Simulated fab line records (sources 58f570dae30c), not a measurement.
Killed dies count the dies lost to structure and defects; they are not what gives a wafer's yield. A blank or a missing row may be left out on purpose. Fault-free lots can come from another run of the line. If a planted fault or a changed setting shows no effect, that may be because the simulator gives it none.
Comparing a struck lot with a sound one | flow berkeley-cmos170 | 16 out of 331 route steps
Sound: the wafers L280.2, L280.4, L280.5. Wafers struck: L285.1, L285.3, L285.6. The cause comes at the end.
For every step that has rows: the tool of each side, followed by ch and its chambers, followed by its first start. Under that, the readings that differ: sound wafers | struck wafers | difference of the means | sigmas: that difference in standard deviations of wafers without a fault.
alike: readings whose means differ by less than 2 such deviations, and words and numbers that are the same on both sides. not compared: withheld readings, readings that some wafer has no value for, bounds like >300 that may hide the same value, and numbers for which the record gives no deviation and whose values overlap.
A row with sigmas, a row that says differs or no value, or rows on one side alone: a step with any of these is where the two part. Numbers that have no deviation but don't overlap get no sigmas and don't part them. A reading that every wafer of one side lacks parts them only if that side has two wafers or more.

UCB170_NVT_OVL_MEAS_06:
  struck on overlay-02, day 10 18:49; sound on overlay-02, day 9 10:58
  alike: NVT_OVL
after that, 1 step had no rows for these wafers: UCB170_NVT_IMPLANT_07.
UCB170_NVT_STRIP_08: strips in O2.
  sound on plasma-asher-04 ch 0,1, day 9 11:09; struck on plasma-asher-03 ch 0,1, day 10 19:00
  reading                      | sound             | struck            | difference | sigmas
  strip-time-to-endpoint-s (s) | 21.58 21.47 21.54 | 21.69 21.64 21.63 | +0.12      | +2
  alike: drypump-motor-current-A, oes-product-au
  not compared: rf-hours-counter-h
UCB170_NVT_TW_MEAS_09:
  struck on film-metro-02, day 10 19:06; sound on film-metro-01, day 9 11:16
  alike: NVT_TW
then, 7 steps without rows for these wafers: UCB170_NVT_CLEAN_10 (cleans in SPM, time 600 s); UCB170_PVT_HMDS_00 (prime time 60 s); UCB170_PVT_COAT_01 (resist thk 900 nm); UCB170_PVT_SOFTBAKE_02 (time 60 s); UCB170_PVT_EXPOSE_03 (exposes mask NWELL, target cd 3000 nm); UCB170_PVT_PEB_04; UCB170_PVT_DEVELOP_05 (develop time 45 s).
UCB170_PVT_OVL_MEAS_06:
  struck on overlay-01, day 10 21:37; sound on overlay-01, day 9 13:10
  alike: PVT_OVL
UCB170_PVT_IMPLANT_07:
  sound on implanter-01 ch 0, day 9 13:13; struck on implanter-04 ch 0, day 10 21:38
  reading                   | sound             | struck            | difference | sigmas
  implant-ion-amu           | 31 31 31          | 75 75 75          | +44        |
  model.implant.rp-nm (nm)  | 36.81 36.81 36.81 | 21.49 21.49 21.49 | -15.32     |
  model.implant.drp-nm (nm) | 16.56 16.56 16.56 | 9.611 9.611 9.611 | -6.949     |
UCB170_PVT_STRIP_08: strips in O2.
  sound on plasma-asher-03 ch 0,1, day 9 13:21; struck on plasma-asher-03 ch 0,1, day 10 21:47
  alike: drypump-motor-current-A, oes-product-au, strip-time-to-endpoint-s
  not compared: rf-hours-counter-h
UCB170_PVT_TW_MEAS_09:
  struck on film-metro-01, day 10 22:12; sound on film-metro-01, day 9 13:28
  reading | sound       | struck      | difference | sigmas
  PVT_TW  | 499 500 499 | 659 658 663 | +161       | +35
  not compared: hold
UCB170_M3_PROBE_99:
  sound wafers here have rows in the record (prober-02, day 12 13:01); struck ones have none

== WHERE THEY PART ==
First at UCB170_NVT_STRIP_08; last, within this record, at UCB170_M3_PROBE_99.

WHY: whatever the simulator had introduced
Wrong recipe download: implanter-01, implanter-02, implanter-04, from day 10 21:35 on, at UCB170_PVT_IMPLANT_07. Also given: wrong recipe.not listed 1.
